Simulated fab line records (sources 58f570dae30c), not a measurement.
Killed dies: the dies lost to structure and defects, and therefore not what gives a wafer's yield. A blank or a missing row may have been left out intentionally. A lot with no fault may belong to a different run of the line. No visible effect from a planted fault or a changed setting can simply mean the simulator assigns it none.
Comparing a struck lot with a sound one :: flow berkeley-cmos170 :: 19 out of 331 route steps
Sound: wafers L768.1, L768.2, L768.3. Wafers struck: L763.3, L763.5, L763.6. At the end, the cause is stated.
Per side, at each step with rows, come the tool, then ch with its chambers, and then its first start. Under that, the readings that differ: sound wafers :: struck wafers :: difference of the means :: sigmas: that difference in standard deviations of wafers without a fault.
alike: words and numbers the same on both sides, and readings whose means are apart by under 2 such deviations; not compared: readings that were withheld, readings missing a value for some wafer, numbers with overlapping values and no deviation given by the record, and bounds like >300 which may hide the same value.
Wherever a step has rows on one side only, a row that says differs or no value, or a row with sigmas, the two part there. Numbers that don't overlap but have no deviation are shown without sigmas and don't part them. A reading missing from all wafers of one side parts the sides only when that side holds two or more wafers.

UCB170_PVT_STRIP_08: strips in O2.
  sound on plasma-asher-01 ch 0,1, day 8 07:32; struck on plasma-asher-04 ch 0,1, day 7 12:38
  alike: drypump-motor-current-A, oes-product-au, strip-time-to-endpoint-s
  not compared: rf-hours-counter-h
UCB170_PVT_TW_MEAS_09:
  sound: film-metro-04 at day 8 07:38; struck: film-metro-04 at day 7 12:43
  alike: PVT_TW
then, 1 step without rows for these wafers: UCB170_GATE_WET_ETCH_00 (etches SiO2 in dHF, time 200 s).
UCB170_FIELD_THK_MEAS_91:
  sound: film-metro-02 at day 8 07:59; struck: film-metro-04 at day 7 12:57
  alike: FIELD_OXIDE_LEFT_2_THK
then, 1 step without rows for these wafers: UCB170_GATE_OXIDATION_01 (target thk 6.6 nm, ox time 1800 s).
UCB170_GATE_THK_MEAS_02:
  sound: film-metro-03 at day 8 12:00; struck: film-metro-03 at day 7 15:45
  alike: GATE_OXIDE_THK
then, 2 steps without rows for these wafers: UCB170_GATE_ANNEAL_03 (time 1800 s); UCB170_GATE_CVD_04 (deposits poly-Si from SiH4, time 1440 s, target thk 214 nm).
UCB170_GATE_THK_MEAS_05:
  sound: film-metro-03 at day 8 16:57; struck: film-metro-03 at day 7 22:15
  alike: GATE_POLY_THK
then, 3 steps without rows for these wafers: UCB170_GATE_COAT_06; UCB170_GATE_COAT_07 (resist thk 900 nm); UCB170_GATE_SOFTBAKE_08 (time 60 s).
UCB170_GATE_EXPOSE_09: exposes mask POLY, target cd 350 nm.
  sound on krf-scanner-01 ch 0, day 8 17:42; struck on krf-scanner-02 ch 0, day 7 23:01
reading: model.GATE.overlay-x-nm (nm)
sound: 0.5747 0.5747 0.5747
struck: -137 -137 -137
difference: -138
sigmas: 
  alike: mask, exposure-dose-mJ-cm2
then, 2 steps without rows for these wafers: UCB170_GATE_PEB_10; UCB170_GATE_DEVELOP_11 (develop time 45 s).
UCB170_GATE_CD_MEAS_12 targets a cd of 350 nm.
  sound: cd-sem-02 at day 8 18:05; struck: cd-sem-02 at day 7 23:30
  alike: cd-nm
UCB170_GATE_OVL_MEAS_13:
  sound: overlay-02 at day 8 18:13; struck: overlay-02 at day 7 23:47
reading: GATE_OVL (nm)
sound: 2 2 -2
struck: -140 -135 -136
difference: -138
sigmas: -27
  not compared: hold
UCB170_GATE_ETCH_14: etches BARC in N2/H2.
  sound on rie-diel-02 ch 0,1,2, day 8 18:14; struck on rie-diel-02 ch 0,1, day 8 02:45
reading: hold
sound: - - -
struck: await-dispo/2.9h/release await-dispo/2.9h/release await-dispo/2.9h/release
difference: no value on the sound wafers
sigmas: 
  alike: drypump-motor-current-A, oes-product-au, throttle-valve-pct
after that, 1 step had no rows for these wafers: UCB170_M3_PROBE_99.

WHERE THEY PART
Last at UCB170_GATE_ETCH_14 as far as this record goes, first at UCB170_GATE_OVL_MEAS_13.

WHY: whatever the simulator had introduced
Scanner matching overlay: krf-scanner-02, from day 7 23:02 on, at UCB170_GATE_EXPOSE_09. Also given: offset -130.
